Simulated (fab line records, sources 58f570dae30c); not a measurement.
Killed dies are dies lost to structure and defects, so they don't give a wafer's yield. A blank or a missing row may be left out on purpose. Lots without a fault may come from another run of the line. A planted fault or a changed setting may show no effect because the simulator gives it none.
A struck lot beside a sound one | flow berkeley_cmos170 | 13 steps out of a route of 331
Sound: wafers L806.1, L806.4, L806.5. Struck: wafers L809.1, L809.2, L809.5. The cause comes at the end.
At each step with rows: each side's tool, then ch and its chambers, then its first start. Under that, the readings that differ: sound wafers | struck wafers | difference of the means | sigmas: that difference in standard deviations of wafers without a fault.
alike: readings whose means differ by less than 2 such deviations, and words and numbers that are the same on both sides. not compared: withheld readings, readings that some wafer has no value for, bounds like >300 that may hide the same value, and numbers for which the record gives no deviation and whose values overlap.
The two part at a step that has a row with sigmas, a row that says differs or no value, or rows on one side only. Numbers that don't overlap but have no deviation are shown without sigmas and don't part them. A reading that every wafer of one side lacks parts them only if that side has two wafers or more.

UCB170_NSD_CD_MEAS_06: target cd 1200 nm.
  sound on cd_sem-01, day 9 11:41; struck on cd_sem-01, day 10 01:50
  alike: cd_nm
UCB170_NSD_OVL_MEAS_07:
  sound on overlay-02, day 9 11:48; struck on overlay-02, day 10 01:58
  reading      | sound  | struck   | difference | sigmas
  NSD_OVL (nm) | 2 0 -3 | 12 16 18 | +16        | +3
then, 1 step without rows for these wafers: UCB170_NSD_IMPLANT_08.
UCB170_NSD_STRIP_09: strips in O2.
  sound on plasma_asher-03 ch 0,1, day 9 11:59; struck on plasma_asher-01 ch 0,1, day 10 02:09
  alike: drypump_motor_current_A, oes_product_au, strip_time_to_endpoint_s
  not compared: rf_hours_counter_h
UCB170_NSD_TW_MEAS_10:
  sound on film_metro-02, day 9 12:05; struck on film_metro-02, day 10 02:17
  alike: NSD_TW
then, 4 steps without rows for these wafers: UCB170_NSD_CLEAN_11 (cleans in SPM, time 600 s); UCB170_BACKSIDE_HMDS_00 (prime time 60 s); UCB170_BACKSIDE_COAT_01 (resist thk 900 nm); UCB170_BACKSIDE_SOFTBAKE_02 (time 60 s).
UCB170_BACKSIDE_STRIP_03: strips in O2.
  sound on plasma_asher-04 ch 1, day 9 13:10; struck on plasma_asher-01 ch 0,1, day 10 02:58
  alike: drypump_motor_current_A, oes_product_au, strip_time_to_endpoint_s
  not compared: rf_hours_counter_h
then, 1 step without rows for these wafers: UCB170_BACKSIDE_CLEAN_04 (cleans in SPM, time 600 s).
UCB170_SDANNEAL_RTA_00: time 10 s.
  sound on rtp_anneal-02 ch 0, day 9 13:26; struck on rtp_anneal-01 ch 0, day 10 03:14
  reading            | sound          | struck         | difference | sigmas
  lamp_power_pct (%) | 25.8 25.8 25.8 | 21.8 21.8 21.8 | -4.0       | -2
  alike: anneal_temp_c_max, chamber_o2_ppm, wafer_temp_C_max
UCB170_SDANNEAL_RTA_01: time 5 s.
  sound on rtp_anneal-02 ch 0, day 9 13:31; struck on rtp_anneal-01, day 10 03:18
  no value came back on the struck wafers for anneal_temp_c_max, chamber_o2_ppm, lamp_power_pct (%), wafer_temp_C_max; on the sound wafers anneal_temp_c_max reads 1055.7 1057.0 1054.7

WHERE THEY PART
First at UCB170_NSD_OVL_MEAS_07; last, within this record, at UCB170_SDANNEAL_RTA_01.

WHY: what the simulator had put in
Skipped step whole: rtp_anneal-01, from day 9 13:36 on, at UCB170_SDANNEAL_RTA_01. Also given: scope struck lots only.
